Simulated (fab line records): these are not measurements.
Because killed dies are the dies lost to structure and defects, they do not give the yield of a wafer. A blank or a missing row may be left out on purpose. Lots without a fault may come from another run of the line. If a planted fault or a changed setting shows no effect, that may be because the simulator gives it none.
Which tool is to blame?	flow berkeleyCmos170	7 lots with 21 wafers sampled at 2 steps, on a route of 331 steps

WHAT THE GAUGES SHOWED, per wafer
UCB170_ACTIVE_OVL_MEAS_14.
lot	measured	on	ACTIVE_OVL (nm)
L393	day 5 16:33	overlay-02	-9 -7 -7
L396	day 6 06:07	overlay-02	6 3 9
L398	day 6 20:30	overlay-01	-8 -1 2
L400	day 7 10:11	overlay-01	-9 -9 8
L406	day 8 07:34	overlay-01	-11 -8 -10
L409	day 9 00:03	overlay-01	-12 -17 -12

WHICH TOOL RAN EACH LOT (tool, then ch and the chambers of the sampled wafers, then the start)
lot	UCB170_PWELL_OXIDATION_02
L393	furnace-04 ch 0, day 3 19:35
L396	furnace-04 ch 0, day 4 07:43
L398	furnace-04 ch 0, day 4 21:41
L400	furnace-02 ch 0, day 5 06:54
L404	furnace-04, day 5 21:53
L406	furnace-01 ch 0, day 6 09:09
L409	furnace-04 ch 0, day 6 20:58
- UCB170_PWELL_OXIDATION_02: target thk 26.4 nm, ox time 1260 s.

THE ANSWER, worked out from the rows above alone
Rule: what is usual is taken from the lots themselves. Put in order of their means at a reading, lots are off if they are a third of the lots or fewer, leave a main group of 4 or more, and stand apart from it by a gap of 3 or more times the standard deviation of the main group's means; of several such gaps the widest counts. If all means in a main group match to the digits the tables above print for the reading, that group is not used. Also off: a lot with no number at a reading for which 4 or more lots have one. The other lots that the step has rows for count as sound.
Nothing can be told from this: no lot is off at any reading shown.

WHAT WAS PUT IN BY THE SIMULATOR
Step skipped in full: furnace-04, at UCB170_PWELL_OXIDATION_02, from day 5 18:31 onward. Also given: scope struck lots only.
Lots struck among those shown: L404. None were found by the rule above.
